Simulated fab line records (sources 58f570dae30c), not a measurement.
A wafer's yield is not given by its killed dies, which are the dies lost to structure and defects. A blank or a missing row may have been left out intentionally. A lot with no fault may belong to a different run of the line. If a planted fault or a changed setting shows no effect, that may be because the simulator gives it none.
The tool behind it: which one?    flow berkeley_cmos170    45 wafers from 15 lots sampled at 2 of the route's 331 steps

WHAT THE GAUGES SHOWED, per wafer
No reading from a measuring or inspecting step in the record can be judged against a usual standard deviation.

WHAT TOOL EACH LOT RAN ON (gives the tool, then ch and the chambers of the sampled wafers, and finally the start)
lot   UCB170_PSD_COAT_01                 UCB170_PSD_STRIP_09
L188  litho_track-01 ch 0, day 7 12:03   plasma_asher-04 ch 0,1, day 7 13:17
L187  litho_track-01 ch 0, day 7 13:55   plasma_asher-03 ch 0,1, day 7 15:15
L190  litho_track-01 ch 0, day 8 13:07   plasma_asher-04 ch 0,1, day 8 15:05
L189  litho_track-03 ch 0, day 8 13:14   plasma_asher-03 ch 0,1, day 8 15:13
L192  litho_track-01 ch 0, day 9 00:40   plasma_asher-02 ch 0,1, day 9 02:25
L191  litho_track-02 ch 0, day 9 00:47   plasma_asher-04 ch 0,1, day 9 02:29
L193  litho_track-01 ch 0, day 9 02:31   plasma_asher-02 ch 0,1, day 9 03:29
L197  litho_track-02 ch 0, day 10 01:02  plasma_asher-03 ch 0,1, day 10 02:42
L198  litho_track-03 ch 0, day 10 01:34  plasma_asher-03 ch 0,1, day 10 03:16
L200  litho_track-02 ch 0, day 10 09:24  plasma_asher-02 ch 0,1, day 10 10:31
L201  litho_track-02 ch 0, day 11 01:50  plasma_asher-04 ch 0,1, day 11 03:26
L203  litho_track-03 ch 0, day 11 02:03  plasma_asher-04 ch 0,1, day 11 03:45
L205  litho_track-03 ch 0, day 11 14:03  plasma_asher-02 ch 0,1, day 11 15:10
L204  litho_track-02 ch 0, day 11 14:07  plasma_asher-04 ch 0,1, day 11 15:32
L206  litho_track-01 ch 0, day 12 00:44  plasma_asher-03 ch 0,1, day 12 02:25
- UCB170_PSD_COAT_01: resist thk 900 nm.
- UCB170_PSD_STRIP_09: strips in O2.

AS READ BY THE TOOLS THEMSELVES (means over the sampled wafers that have a number; for cases with no such wafer, the mark the record gives instead)
UCB170_PSD_COAT_01.
lot   tool            dispense_pressure_kPa (kPa)
L188  litho_track-01  58.2
L187  litho_track-01  58.2
L190  litho_track-01  58.3
L189  litho_track-03  53.0
L192  litho_track-01  58.3
L191  litho_track-02  51.8
L193  litho_track-01  58.3
L197  litho_track-02  51.7
L198  litho_track-03  53.0
L200  litho_track-02  51.8
L201  litho_track-02  51.8
L203  litho_track-03  52.9
L205  litho_track-03  53.0
L204  litho_track-02  51.8
L206  litho_track-01  58.3

UCB170_PSD_STRIP_09.
lot   tool             drypump_motor_current_A (A)  oes_product_au (a.u.)  strip_time_to_endpoint_s (s)
L188  plasma_asher-04  6.2                          0.594                  29.33
L187  plasma_asher-03  5.4                          0.599                  29.39
L190  plasma_asher-04  6.3                          0.595                  27.99
L189  plasma_asher-03  5.3                          0.600                  29.44
L192  plasma_asher-02  5.6                          0.591                  27.92
L191  plasma_asher-04  6.4                          0.594                  29.45
L193  plasma_asher-02  5.3                          0.595                  28.11
L197  plasma_asher-03  5.7                          0.605                  29.38
L198  plasma_asher-03  5.4                          0.601                  29.33
L200  plasma_asher-02  5.6                          0.599                  29.35
L201  plasma_asher-04  6.5                          0.598                  29.48
L203  plasma_asher-04  6.2                          0.598                  29.36
L205  plasma_asher-02  5.3                          0.601                  29.43
L204  plasma_asher-04  6.5                          0.598                  29.46
L206  plasma_asher-03  5.4                          0.601                  29.32

THE ANSWER, worked out from the rows above alone
Rule: usual is defined by the lots themselves. Put in order of their means at a reading, lots are off if they are a third of the lots or fewer, leave a main group of 4 or more, and stand apart from it by a gap of 3 or more times the standard deviation of the main group's means; of several such gaps the widest counts. A main group whose means are all the same, to the digits that the tables above print for the reading, isn't used. Also off: a lot with no number at a reading for which 4 or more lots have one. Any other lot the step has rows for is counted as sound. The gauges are gone through in route order, then the tools' own readings, and for those a lot's mean is taken as printed above. At the first step where some lot is off, the reading lying furthest off is the one used; lots without a number count as furthest.
Off: L190, L192, L193 (UCB170_PSD_STRIP_09, strip_time_to_endpoint_s). Main group: mean 29.39 s, sd 0.054.
A tool fits if, at that step or a process step before it, it ran every lot that is off, and no sound lot after the first of them. None of those tried fits.

WHAT THE SIMULATOR PUT IN
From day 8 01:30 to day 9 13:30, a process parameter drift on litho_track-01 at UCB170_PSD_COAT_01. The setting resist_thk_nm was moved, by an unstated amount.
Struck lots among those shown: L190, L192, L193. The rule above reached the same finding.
